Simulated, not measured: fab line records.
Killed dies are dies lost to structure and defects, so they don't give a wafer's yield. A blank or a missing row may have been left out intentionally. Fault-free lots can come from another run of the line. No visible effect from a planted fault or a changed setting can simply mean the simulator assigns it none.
fab line records	flow berkeley-cmos170	part 1 of 2: steps 1 to 38 of 44
[record] lots = 6	wafers = 18	last-day = 11
route steps=331 shown PVT@118 GATE@125 FIELD@126 PLDD@145 NLDD@158 SILICIDE@210 M3@331
lots with no fault: from the same line, run without faults
start-h: start of the lot's first displayed wafer, in hours after the record's first day	wait-h: time in hours since the lot's previous step	" identical to the entry in the row above	L1.1+2: a single row standing in for several wafers	- no value present, or no start provided	* or withheld: withheld	< > ~ a bound
route shown NAME@n: names a module that has steps shown in the file, with the first one's number in the route	usual: mean/standard deviation taken from wafers without a fault	same: alike in all rows	chamber/n: place in a boat	sites: each site's reading	_std_site: their standard deviation	_edge_site: the outer-site mean with the inner-site mean subtracted	radius-mm: for every site, how far away it sits from the centre of the wafer	mask NAME#n: copy n	behind: tool/chamber where the wafer was last shaped	hold: why the lot went on hold/how many hours it stayed there/how the hold came to an end	device: transistor that didn't switch, given as n, p or np	end of line: tests of these same wafers at the route's end	a step given without rows: its recipe and nothing more	killed: dies that structure and defects cost at the first sort, which is not the same as the wafer's yield	map: a wafer's dies, x killed, . not, _ none there
set.NAME: the setting as run; set.NAME@STEP: as run at that earlier step	model.NAME: the simulator's own value behind a step, which no gauge read
a table for each step, a row for each wafer; lots at some steps of the route
services: the hour from which a tool's chamber was out of use, counted from the record's first day as start-h (under 0 if before that day), plus the number of hours and why
[[steps]]
[step UCB170_PVT_EXPOSE_03]
[recipe] mask-id = NWELL	target-cd-nm = 3000	na = 0.5	sigma-outer = 0.6	source-shape = conventional	dose-mj = 30
[step UCB170_PVT_PEB_04]
[recipe] peb-temp-c = 130	peb-time-s = withheld	resist = KrF
[step UCB170_PVT_DEVELOP_05]
[recipe] developer = TMAH	develop-time-s = 45	resist = KrF	dev-temp-c = 21
[step UCB170_PVT_OVL_MEAS_06]
[usual] PVT_OVL = -2/4.2
lot.wafer	tool	chamber	start-h	wait-h	PVT_OVL[nm]
L586.3	overlay-02	-	141.62	-	4
L586.4	"	-	"	"	1
L586.6	"	-	"	"	2
L590.1	overlay-01	-	167.26	-	3
L590.5	"	-	"	"	0
L590.6	"	-	"	"	2
L596.1	overlay-01	-	186.05	-	7
L596.2	"	-	"	"	-2
L596.4	"	-	"	"	5
L595.2	overlay-01	-	186.22	-	3
L595.4	"	-	"	"	-1
L595.5	"	-	"	"	-6
L602.1	overlay-01	-	212.94	-	3
L602.5	"	-	"	"	-7
L602.6	"	-	"	"	-6
L600.2	overlay-02	-	212.99	-	0
L600.3	"	-	"	"	1
L600.5	"	-	"	"	1
[step UCB170_PVT_IMPLANT_07]
[recipe] species = P	dose-cm2 = 2e+12	energy-kev = 30	tilt-deg = 7
[step UCB170_PVT_STRIP_08]
[recipe] chemistry = O2	power-w = 400	pressure-mtorr = 3500	platen-temp-c = withheld	o2-flow-sccm = 400	overash-fraction = 0.5
[usual] drypump-motor-current-A = 5.9/0.47	oes-product-au = 0.734/0.0045	strip-time-to-endpoint-s = 21.64/0.06
lot.wafer	tool	chamber	start-h	wait-h	drypump-motor-current-A	oes-product-au	rf-hours-counter-h	strip-time-to-endpoint-s
L586.3	plasma-asher-04	0	141.83	0.1	6.5	0.733	-	21.60
L586.4	"	1	"	"	5.6	0.734	-	21.67
L586.6	"	1	"	"	5.6	0.732	-	21.59
L590.1	plasma-asher-03	1	167.45	0.1	5.7	0.732	40	21.67
L590.5	"	1	"	"	5.7	0.738	-	21.72
L590.6	"	0	"	"	6.5	0.744	-	21.68
L596.1	plasma-asher-03	0	186.24	0.1	6.5	0.740	42	21.62
L596.2	"	1	"	"	5.7	0.730	42	21.54
L596.4	"	1	"	"	5.7	0.738	-	21.54
L595.2	plasma-asher-01	0	186.40	0.1	5.2	0.738	48	21.71
L595.4	"	1	"	"	5.7	0.731	-	21.68
L595.5	"	1	"	"	5.7	0.727	-	21.70
L602.1	plasma-asher-03	0	213.13	0.1	6.5	0.728	46	21.57
L602.5	"	1	"	"	5.7	0.725	-	21.59
L602.6	"	0	"	"	6.5	0.733	-	21.62
L600.2	plasma-asher-04	1	213.17	0.1	5.7	0.730	11	21.69
L600.3	"	0	"	"	6.5	0.738	-	21.65
L600.5	"	1	"	"	5.5	0.742	-	21.67
[step UCB170_PVT_TW_MEAS_09]
[usual] PVT_TW = 506/3.9
lot.wafer	tool	chamber	start-h	wait-h	PVT_TW
L586.3	film-metro-04	-	141.92	0.1	504
L586.4	"	-	"	"	506
L586.6	"	-	"	"	507
L590.1	film-metro-04	-	167.58	0.1	507
L590.5	"	-	"	"	507
L590.6	"	-	"	"	505
L596.1	film-metro-02	-	186.34	0.1	510
L596.2	"	-	"	"	512
L596.4	"	-	"	"	512
L595.2	film-metro-03	-	186.51	0.1	503
L595.4	"	-	"	"	503
L595.5	"	-	"	"	501
L602.1	film-metro-04	-	213.23	0.1	507
L602.5	"	-	"	"	506
L602.6	"	-	"	"	506
L600.2	film-metro-03	-	213.28	0.1	499
L600.3	"	-	"	"	500
L600.5	"	-	"	"	501
[step UCB170_GATE_WET_ETCH_00]
[recipe] chemistry = dHF	dilution = 25:1	target = SiO2	temp-c = 25	time-s = 200
[step UCB170_FIELD_THK_MEAS_91]
[recipe] reads = SiO2_of_FIELD_OXIDATION_01
[usual] FIELD_OXIDE_LEFT_2_THK = 352/11
lot.wafer	tool	chamber	start-h	wait-h	FIELD_OXIDE_LEFT_2_THK[nm]
L586.3	film-metro-04	-	143.10	0.0	353
L586.4	"	-	"	"	361
L586.6	"	-	"	"	347
L590.1	film-metro-02	-	167.71	0.0	362
L590.5	"	-	"	"	356
L590.6	"	-	"	"	358
L596.1	film-metro-03	-	188.34	0.0	356
L596.2	"	-	"	"	352
L596.4	"	-	"	"	353
L595.2	film-metro-04	-	188.40	0.1	337
L595.4	"	-	"	"	334
L595.5	"	-	"	"	351
L602.1	film-metro-04	-	213.35	0.0	336
L602.5	"	-	"	"	340
L602.6	"	-	"	"	336
L600.2	film-metro-03	-	213.43	0.0	329
L600.3	"	-	"	"	335
L600.5	"	-	"	"	331
[step UCB170_GATE_OXIDATION_01]
[recipe] temp-c = 850	ambient = O2	target-thk-a = 66	ox-time-s = 1800
[step UCB170_GATE_THK_MEAS_02]
[recipe] reads = SiO2_of_GATE_OXIDATION_01
[usual] GATE_OXIDE_THK = 6.58/0.13
lot.wafer	tool	chamber	start-h	wait-h	GATE_OXIDE_THK[nm]
L586.3	film-metro-01	-	147.31	0.0	6.64
L586.4	"	-	"	"	6.60
L586.6	"	-	"	"	6.64
L590.1	film-metro-03	-	170.85	0.1	6.50
L590.5	"	-	"	"	6.58
L590.6	"	-	"	"	6.38
L596.1	film-metro-01	-	192.37	0.0	6.51
L596.2	"	-	"	"	6.45
L596.4	"	-	"	"	6.51
L595.2	film-metro-01	-	192.44	0.1	6.60
L595.4	"	-	"	"	6.56
L595.5	"	-	"	"	6.60
L602.1	film-metro-01	-	217.15	0.0	6.34
L602.5	"	-	"	"	6.53
L602.6	"	-	"	"	6.31
L600.2	film-metro-03	-	217.22	0.1	6.44
L600.3	"	-	"	"	6.51
L600.5	"	-	"	"	6.40
[step UCB170_GATE_ANNEAL_03]
[recipe] temp-c = 900	time-s = 1800	ambient = N2
[step UCB170_GATE_CVD_04]
[recipe] material = poly-Si	temp-c = 610	precursor = SiH4	time-s = 1440	pressure-mtorr = 375	target-thk-nm = 214	sih4-flow-sccm = 120
[usual] zone-power-centre-pct = 28.0/2.1	zone-power-source-pct = 11.9/0.54
lot.wafer	tool	chamber	start-h	wait-h	zone-power-centre-pct	zone-power-source-pct	model.poly-Si_of_GATE_CVD_04.thk-nm
L586.3	lpcvd-02	0	151.79	0.0	26.2	12.6	215.1
L586.4	"	0	"	"	25.9	12.5	214.7
L586.6	"	0	"	"	25.8	12.8	214.7
L590.1	lpcvd-01	0	176.14	0.0	26.4	10.8	215.4
L590.5	"	0	"	"	25.9	10.7	215.7
L590.6	"	0	"	"	25.5	11.0	214.9
L595.2	lpcvd-02	0	200.05	1.4	26.0	12.5	194.3
L595.4	"	0	"	"	26.3	12.5	194
L595.5	"	0	"	"	26.0	12.5	194.7
L596.1	lpcvd-02	0	200.05	1.4	25.9	12.6	196.6
L596.2	"	0	"	"	25.6	12.6	196.6
L596.4	"	0	"	"	26.2	12.9	196.5
L600.2	lpcvd-01	1	222.82	0.0	31.7	11.5	210.9
L600.3	"	1	"	"	31.8	11.7	212.5
L600.5	"	1	"	"	31.1	11.7	213.1
L602.1	lpcvd-01	1	222.82	0.0	32.1	11.5	213.8
L602.5	"	1	"	"	31.5	11.8	214.9
L602.6	"	1	"	"	31.4	11.6	214.7
[step UCB170_GATE_THK_MEAS_05]
[recipe] reads = poly-Si_of_GATE_CVD_04
[usual] GATE_POLY_THK = 212.9/2.1
lot.wafer	tool	chamber	start-h	wait-h	GATE_POLY_THK[nm]
L586.3	film-metro-02	-	153.21	0.0	215.1
L586.4	"	-	"	"	214.6
L586.6	"	-	"	"	214.6
L590.1	film-metro-02	-	177.54	0.0	215.2
L590.5	"	-	"	"	215.8
L590.6	"	-	"	"	215.0
L596.1	film-metro-03	-	201.45	0.0	196.7
L596.2	"	-	"	"	196.7
L596.4	"	-	"	"	196.5
L595.2	film-metro-02	-	201.46	0.0	194.3
L595.4	"	-	"	"	194.0
L595.5	"	-	"	"	194.8
L600.2	film-metro-02	-	224.25	0.0	210.8
L600.3	"	-	"	"	212.4
L600.5	"	-	"	"	213.1
L602.1	film-metro-01	-	224.28	0.1	213.7
L602.5	"	-	"	"	214.7
L602.6	"	-	"	"	214.9
[step UCB170_GATE_COAT_06]
[recipe] resist = BARC	temp-c = withheld	time-s = withheld	spin-rpm = 3000	resist-thk-nm = withheld
[step UCB170_GATE_COAT_07]
[recipe] resist = KrF	spin-rpm = 1500	resist-thk-nm = 900
[step UCB170_GATE_SOFTBAKE_08]
[recipe] resist = KrF	temp-c = 130	time-s = 60
[step UCB170_GATE_EXPOSE_09]
[recipe] mask-id = POLY	target-cd-nm = 350	na = 0.5	sigma-outer = 0.6	source-shape = conventional	dose-mj = 21
[step UCB170_GATE_PEB_10]
[recipe] peb-temp-c = 130	peb-time-s = withheld	resist = KrF
[usual] plate-sensor-t-centre-C = 131.41/0.01	plate-sensor-t-edge-C = 131.53/0.0095
lot.wafer	tool	chamber	start-h	wait-h	plate-sensor-t-centre-C	plate-sensor-t-edge-C
L586.3	litho-track-04	0	154.54	0.4	131.39	131.54
L586.4	"	0	"	"	131.41	131.54
L586.6	"	0	"	"	131.41	131.53
L590.1	litho-track-03	0	178.89	0.3	131.39	131.54
L590.5	"	0	"	"	131.41	131.54
L590.6	"	0	"	"	131.41	131.52
L595.2	litho-track-01	0	202.48	0.3	131.41	131.53
L595.4	"	0	"	"	131.41	131.54
L595.5	"	0	"	"	131.41	131.52
L596.1	litho-track-04	0	202.67	0.1	131.4	131.52
L596.2	"	0	"	"	131.42	131.53
L596.4	"	0	"	"	131.42	131.52
L600.2	litho-track-04	0	225.48	0.4	131.42	131.54
L600.3	"	0	"	"	131.41	131.52
L600.5	"	0	"	"	131.42	131.53
L602.1	litho-track-04	0	225.73	0.3	131.41	131.53
L602.5	"	0	"	"	131.42	131.53
L602.6	"	0	"	"	131.4	131.55
[step UCB170_GATE_DEVELOP_11]
[recipe] developer = TMAH	develop-time-s = 45	resist = KrF	dev-temp-c = 21
[step UCB170_GATE_CD_MEAS_12]
[recipe] target-cd-nm = 350
[usual] cd-nm = 350.7/1.4
lot.wafer	tool	chamber	start-h	wait-h	cd-nm
L586.3	cd-sem-02	-	154.87	-	351.9
L586.4	"	-	"	"	351.0
L586.6	"	-	"	"	351.7
L590.1	cd-sem-02	-	179.16	-	352.5
L590.5	"	-	"	"	352.2
L590.6	"	-	"	"	352.1
L595.2	cd-sem-01	-	202.75	-	351.8
L595.4	"	-	"	"	353.0
L595.5	"	-	"	"	351.5
L596.1	cd-sem-02	-	202.95	-	350.5
L596.2	"	-	"	"	351.5
L596.4	"	-	"	"	350.4
L600.2	cd-sem-02	-	225.75	-	349.6
L600.3	"	-	"	"	350.4
L600.5	"	-	"	"	348.8
L602.1	cd-sem-01	-	226.00	-	350.3
L602.5	"	-	"	"	350.9
L602.6	"	-	"	"	351.0
[step UCB170_GATE_OVL_MEAS_13]
[usual] GATE_OVL = -2/4.8
lot.wafer	tool	chamber	start-h	wait-h	GATE_OVL[nm]
L586.3	overlay-01	-	154.96	0.1	-9
L586.4	"	-	"	"	-11
L586.6	"	-	"	"	-1
L590.1	overlay-01	-	179.28	0.1	2
L590.5	"	-	"	"	-2
L590.6	"	-	"	"	-1
L595.2	overlay-01	-	202.86	0.1	9
L595.4	"	-	"	"	3
L595.5	"	-	"	"	3
L596.1	overlay-01	-	203.07	0.1	-9
L596.2	"	-	"	"	0
L596.4	"	-	"	"	-2
L600.2	overlay-02	-	225.85	0.1	4
L600.3	"	-	"	"	-4
L600.5	"	-	"	"	4
L602.1	overlay-01	-	226.12	0.1	0
L602.5	"	-	"	"	-3
L602.6	"	-	"	"	-6
[step UCB170_GATE_ETCH_14]
[recipe] chemistry = N2/H2	target-depth-a = withheld	overetch-a = withheld	target = BARC	time-s = withheld	source-w = 500	bias-w = 100	pressure-mtorr = 30	n2-flow-sccm = 100	h2-flow-sccm = 200
[usual] drypump-motor-current-A = 5.9/0.38	oes-product-au = 1.001/0.019	throttle-valve-pct = 13.28/0.21
lot.wafer	tool	chamber	start-h	wait-h	drypump-motor-current-A	oes-product-au	throttle-valve-pct
L586.3	rie-diel-02	2	154.99	0.0	5.2	1.007	13.37
L586.4	"	2	"	"	5.2	0.996	13.37
L586.6	"	0	"	"	6.3	0.990	13.23
L590.1	rie-diel-02	1	179.32	0.0	6.7	1.028	13.07
L590.5	"	3	"	"	5.7	1.007	13.16
L590.6	"	0	"	"	6.3	0.972	13.24
L595.2	rie-diel-03	0	202.89	0.0	5.9	0.993	13.10
L595.4	"	1	"	"	5.8	1.022	13.04
L595.5	"	2	"	"	6.1	1.006	13.10
L596.1	rie-diel-04	2	203.10	0.0	6.3	1.022	13.14
L596.2	"	3	"	"	5.5	0.993	13.44
L596.4	"	1	"	"	5.5	1.007	13.70
L600.2	rie-diel-02	2	225.88	0.0	5.2	0.990	13.36
L600.3	"	0	"	"	6.3	0.989	13.24
L600.5	"	1	"	"	6.7	1.022	13.08
L602.1	rie-diel-04	2	226.16	0.0	6.3	1.032	13.13
L602.5	"	1	"	"	5.5	1.011	13.68
L602.6	"	0	"	"	6.0	0.965	13.46
[step UCB170_GATE_ETCH_15]
[recipe] chemistry = HBr/Cl2	target = poly-Si	stop-on = SiO2	over-etch-frac = 0.3	icp-w = 300	bias-w = 150	time-s = 56.3	pressure-mtorr = 15	HBr_flow_sccm = 150	Cl2_flow_sccm = 50	target-depth-a = 2782
[usual] HBr_flow_sccm = 150.0/0.39	drypump-motor-current-A = 5.8/0.55	oes-product-au = 0.839/0.012	throttle-valve-pct = 26.41/0.25
[same] over-etch-frac = 0.3
lot.wafer	tool	chamber	start-h	wait-h	HBr_flow_sccm	drypump-motor-current-A	oes-product-au	rf-hours-counter-h	throttle-valve-pct	model.GATE.feature-depth-nm	model.etch.depth-nm
L586.3	rie-si-01	2	155.03	-	149.9	6.8	0.837	0	26.37	215.1	215.1
L586.4	"	3	"	"	150.0	5.8	0.832	17	26.53	214.7	214.7
L586.6	"	1	"	"	149.4	6.4	0.838	-	26.51	214.7	214.7
L590.1	rie-si-02	1	179.36	-	150.1	5.8	0.840	3	26.15	215.4	215.4
L590.5	"	3	"	"	150.5	5.5	0.845	-	25.94	215.7	215.7
L590.6	"	2	"	"	149.6	5.3	0.839	-	26.82	214.9	214.9
L595.2	rie-si-01	3	202.93	-	149.6	5.7	0.781	17	26.52	194.3	194.3
L595.4	"	2	"	"	149.4	6.8	0.792	1	26.38	194	194
L595.5	"	0	"	"	149.8	5.8	0.803	-	26.45	194.7	194.7
L596.1	rie-si-01	1	203.14	-	150.2	6.4	0.784	44	26.52	196.6	196.6
L596.2	"	2	"	"	150.2	6.8	0.794	1	26.38	196.6	196.6
L596.4	"	0	"	"	150.1	5.8	0.813	1	26.44	196.5	196.5
L600.2	rie-si-01	2	225.92	-	150.1	6.7	0.830	1	26.38	210.9	210.9
L600.3	"	0	"	"	149.6	5.9	0.847	1	26.43	212.5	212.5
L600.5	"	0	"	"	149.0	5.9	0.862	-	26.44	213.1	213.1
L602.1	rie-si-02	2	226.20	-	150.0	5.4	0.827	90	26.82	213.8	213.8
L602.5	"	1	"	"	149.7	5.8	0.854	-	26.14	214.9	214.9
L602.6	"	0	"	"	149.8	5.0	0.850	-	26.58	214.7	214.7
[step UCB170_GATE_STRIP_16]
[recipe] chemistry = O2	power-w = 400	pressure-mtorr = 3500	platen-temp-c = withheld	o2-flow-sccm = 400	overash-fraction = 0.5
[usual] drypump-motor-current-A = 6.0/0.42	oes-product-au = 0.725/0.0046
lot.wafer	tool	chamber	start-h	wait-h	drypump-motor-current-A	oes-product-au	rf-hours-counter-h
L586.3	plasma-asher-02	1	155.11	0.1	5.8	0.728	-
L586.4	"	0	"	"	5.4	0.723	-
L586.6	"	0	"	"	5.4	0.732	-
L590.1	plasma-asher-04	1	179.41	0.0	5.6	0.728	7
L590.5	"	1	"	"	5.6	0.731	-
L590.6	"	0	"	"	6.5	0.715	-
L595.2	plasma-asher-03	1	202.98	0.0	5.7	0.731	44
L595.4	"	0	"	"	6.5	0.731	-
L595.5	"	0	"	"	6.5	0.724	-
L596.1	plasma-asher-03	1	203.19	0.0	5.7	0.724	44
L596.2	"	0	"	"	6.5	0.720	44
L596.4	"	0	"	"	6.4	0.731	-
L600.2	plasma-asher-03	1	225.97	0.0	5.7	0.724	48
L600.3	"	0	"	"	6.5	0.730	-
L600.5	"	0	"	"	6.4	0.727	-
L602.1	plasma-asher-04	0	226.25	0.0	6.5	0.727	13
L602.5	"	1	"	"	5.6	0.731	-
L602.6	"	0	"	"	6.5	0.721	-
[step UCB170_GATE_CD_MEAS_90]
[recipe] target-cd-nm = 350
[usual] cd-nm = 350.8/1.5
lot.wafer	tool	chamber	start-h	wait-h	cd-nm
L586.3	cd-sem-02	-	155.26	0.1	353.2
L586.4	"	-	"	"	351.7
L586.6	"	-	"	"	351.5
L590.1	cd-sem-02	-	179.76	0.3	351.9
L590.5	"	-	"	"	351.8
L590.6	"	-	"	"	351.7
L595.2	cd-sem-01	-	203.10	0.1	353.0
L595.4	"	-	"	"	353.3
L595.5	"	-	"	"	351.7
L596.1	cd-sem-02	-	203.30	0.1	350.4
L596.2	"	-	"	"	351.2
L596.4	"	-	"	"	350.3
L600.2	cd-sem-01	-	226.14	0.1	350.1
L600.3	"	-	"	"	350.0
L600.5	"	-	"	"	348.0
L602.1	cd-sem-01	-	226.35	0.1	350.2
L602.5	"	-	"	"	351.3
L602.6	"	-	"	"	352.1
[step UCB170_GATE_CLEAN_17]
[recipe] chemistry = SPM	temp-c = 120	time-s = 600
[step UCB170_PLDD_HMDS_00]
[recipe] prime-time-s = 60	prime-temp-c = 100
[step UCB170_PLDD_COAT_01]
[recipe] resist = KrF	spin-rpm = 1500	resist-thk-nm = 886.3
[step UCB170_PLDD_SOFTBAKE_02]
[recipe] resist = KrF	temp-c = 130	time-s = 60
[step UCB170_PLDD_EXPOSE_03]
[recipe] mask-id = PSELECT	na = 0.5	sigma-outer = 0.6	source-shape = conventional	target-cd-nm = 1200	dose-mj = 30
[step UCB170_PLDD_PEB_04]
[recipe] peb-temp-c = 130	peb-time-s = withheld	resist = KrF
[step UCB170_PLDD_DEVELOP_05]
[recipe] developer = TMAH	develop-time-s = 45	resist = KrF	dev-temp-c = 21
[step UCB170_PLDD_CD_MEAS_06]
[recipe] target-cd-nm = 1200
[usual] cd-nm = 1199.8/1.5
lot.wafer	tool	chamber	start-h	wait-h	cd-nm
L586.3	cd-sem-01	-	156.96	-	1200.0
L586.4	"	-	"	"	1201.3
L586.6	"	-	"	"	1198.1
L590.1	cd-sem-02	-	181.08	-	1200.7
L590.5	"	-	"	"	1198.9
L590.6	"	-	"	"	1201.9
L596.1	cd-sem-02	-	206.00	-	1197.2
L596.2	"	-	"	"	1198.2
L596.4	"	-	"	"	1199.0
L595.2	cd-sem-01	-	206.06	-	1201.2
L595.4	"	-	"	"	1200.7
L595.5	"	-	"	"	1200.1
L600.2	cd-sem-02	-	227.50	-	1195.9
L600.3	"	-	"	"	1196.6
L600.5	"	-	"	"	1196.8
L602.1	cd-sem-01	-	227.73	-	1200.4
L602.5	"	-	"	"	1199.4
L602.6	"	-	"	"	1199.4
[step UCB170_PLDD_OVL_MEAS_07]
[usual] PLDD_OVL = -2/5.1
lot.wafer	tool	chamber	start-h	wait-h	PLDD_OVL[nm]
L586.3	overlay-01	-	157.06	0.1	0
L586.4	"	-	"	"	-3
L586.6	"	-	"	"	-4
L590.1	overlay-01	-	181.20	0.1	-4
L590.5	"	-	"	"	1
L590.6	"	-	"	"	-3
L596.1	overlay-01	-	206.12	0.1	-13
L596.2	"	-	"	"	-9
L596.4	"	-	"	"	-11
L595.2	overlay-02	-	206.16	0.1	2
L595.4	"	-	"	"	-13
L595.5	"	-	"	"	-3
L600.2	overlay-02	-	227.61	0.1	-10
L600.3	"	-	"	"	-15
L600.5	"	-	"	"	-13
L602.1	overlay-01	-	227.85	0.1	-2
L602.5	"	-	"	"	2
L602.6	"	-	"	"	3
[step UCB170_PLDD_IMPLANT_08]
[recipe] species = BF2	dose-cm2 = 5e+13	energy-kev = 10	tilt-deg = 7	rotation-deg = 0
[step UCB170_PLDD_IMPLANT_09]
[recipe] species = BF2	dose-cm2 = 5e+13	energy-kev = 10	tilt-deg = 7	rotation-deg = 180
[step UCB170_PLDD_STRIP_10]
[recipe] chemistry = O2	power-w = 400	pressure-mtorr = 3500	platen-temp-c = withheld	o2-flow-sccm = 400	overash-fraction = 0.5
[usual] drypump-motor-current-A = 5.6/0.41	oes-product-au = 0.734/0.0044	strip-time-to-endpoint-s = 21.35/0.064
lot.wafer	tool	chamber	start-h	wait-h	drypump-motor-current-A	oes-product-au	rf-hours-counter-h	strip-time-to-endpoint-s
L586.3	plasma-asher-02	1	157.41	0.1	5.8	0.731	-	21.34
L586.4	"	0	"	"	5.4	0.739	-	21.32
L586.6	"	0	"	"	5.4	0.734	-	21.31
L590.1	plasma-asher-01	0	181.53	0.1	5.2	0.732	47	21.41
L590.5	"	1	"	"	5.7	0.736	-	21.40
L590.6	"	0	"	"	5.2	0.736	-	21.41
L596.1	plasma-asher-04	1	206.46	0.1	5.6	0.741	10	21.38
L596.2	"	0	"	"	6.5	0.731	10	21.33
L596.4	"	1	"	"	5.6	0.729	-	21.39
L595.2	plasma-asher-01	0	206.49	0.1	5.2	0.741	50	21.30
L595.4	"	1	"	"	5.7	0.727	-	21.35
L595.5	"	0	"	"	5.2	0.735	-	21.40
L600.2	plasma-asher-04	0	227.94	0.1	6.5	0.737	13	21.50
L600.3	"	0	"	"	6.5	0.731	-	21.46
L600.5	"	1	"	"	5.6	0.743	-	21.52
L602.1	plasma-asher-01	1	228.18	0.1	5.7	0.736	54	21.38
L602.5	"	0	"	"	5.2	0.726	-	21.38
L602.6	"	1	"	"	5.7	0.736	-	21.40
[[key]]
[first-sign] step = UCB170_GATE_THK_MEAS_05	reading = GATE_POLY_THK	direction = down	sigmas = 8.2	usual = 212.9	struck = 195.5
[effect] step = UCB170_GATE_ETCH_15	reading = oes-product-au	direction = down	sigmas = 3.8	usual = 0.839	struck = 0.794
[model-effect] step = UCB170_GATE_CVD_04	value = poly-Si_of_GATE_CVD_04.thk-nm	without = 210.4	struck = 195.4
[model-effect] step = UCB170_GATE_ETCH_15	value = GATE.feature-depth-nm	without = 210.4	struck = 195.5
[model-effect] step = UCB170_SILICIDE_PRE_CLEAN_00	value = poly-Si_of_GATE_CVD_04.thk-nm	without = 203.5	struck = 188.6
[model-effect] step = UCB170_M3_PROBE_99	value = etest.pldd.line-ohm-um	without = 1781	struck = 1629
met-at UCB170_GATE_CVD_04
struck-wafers L595.2,L595.4,L595.5,L596.1,L596.2,L596.4
tester-left-out L595,L596
onset-between 151.79 200.05
[fault] kind = process-parameter-drift	tool = lpcvd-02	chamber = 0	onset-h = 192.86	steps = UCB170_GATE_CVD_04	channel = target-thk-nm	offset = -14.98	shape = step	end-h = 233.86	acts-in = these-recipes-only	stated = 214
// tester-left-out: of these lots the tester's yield and bins aren't shown, on N5 and GAA mostly nor the transistor test; their killed dies are dies lost to structure and defects alone, not to doping, threshold or leakage, so they don't give the yield
